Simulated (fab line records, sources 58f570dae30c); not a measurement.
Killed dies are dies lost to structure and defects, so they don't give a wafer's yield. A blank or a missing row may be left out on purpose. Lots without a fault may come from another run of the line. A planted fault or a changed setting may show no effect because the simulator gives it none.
Which tool did it? | flow berkeley_cmos170 | 7 lots, 21 wafers sampled, at 2 steps of a route of 331

WHAT THE GAUGES READ, wafer by wafer
UCB170_M1_CD_MEAS_90: target cd 700 nm.
lot  | measured     | on        | cd_nm (nm)
L112 | day 7 20:10  | cd_sem-01 | 698.2 700.2 700.1
L114 | day 8 13:49  | cd_sem-01 | 700.3 702.7 702.0
L118 | day 9 05:50  | cd_sem-01 | 699.5 699.5 701.0
L122 | day 9 18:36  | cd_sem-01 | 701.0 701.1 699.6
L123 | day 9 19:34  | cd_sem-01 | 701.2 699.1 700.7
L127 | day 10 11:17 | cd_sem-02 | 701.2 699.3 698.7
L131 | day 11 14:18 | cd_sem-02 | 713.7 713.2 714.7

WHICH TOOL RAN EACH LOT (tool, then ch and the chambers of the sampled wafers, then the start)
lot  | UCB170_M1_METAL_ETCH_12
L112 | rie_metal-01 ch 0,1, day 7 19:53
L114 | rie_metal-02 ch 0,1, day 8 13:34
L118 | rie_metal-01 ch 0,1, day 9 05:32
L122 | rie_metal-02 ch 0,1, day 9 18:17
L123 | rie_metal-02 ch 0,1, day 9 19:20
L127 | rie_metal-01 ch 0,1, day 10 11:04
L131 | rie_metal-02 ch 0,1, day 11 14:03
- UCB170_M1_METAL_ETCH_12: etches Al in Cl2/BCl3, stops on PSG, target depth 780 nm, time 130 s.

THE ANSWER, worked out from the rows above alone
Rule: what is usual is taken from the lots themselves. Put in order of their means at a reading, lots are off if they are a third of the lots or fewer, leave a main group of 4 or more, and stand apart from it by a gap of 3 or more times the standard deviation of the main group's means; of several such gaps the widest counts. A main group whose means are all the same, to the digits that the tables above print for the reading, isn't used. A lot without any number at a reading at which 4 lots or more have one is off too. The other lots that the step has rows for count as sound.
Off: L131, at UCB170_M1_CD_MEAS_90 (cd_nm). The main group: mean 700.3 nm, standard deviation 0.71.
A tool fits if, at a process step before that reading, it ran every lot that is off, and no sound lot after the first of them. The gauges at UCB170_M1_CD_MEAS_90 are tried like those tools. Can't be told from this: 2 tools fit, rie_metal-02 at UCB170_M1_METAL_ETCH_12, cd_sem-02 at UCB170_M1_CD_MEAS_90.

WHAT THE SIMULATOR HAD PUT IN
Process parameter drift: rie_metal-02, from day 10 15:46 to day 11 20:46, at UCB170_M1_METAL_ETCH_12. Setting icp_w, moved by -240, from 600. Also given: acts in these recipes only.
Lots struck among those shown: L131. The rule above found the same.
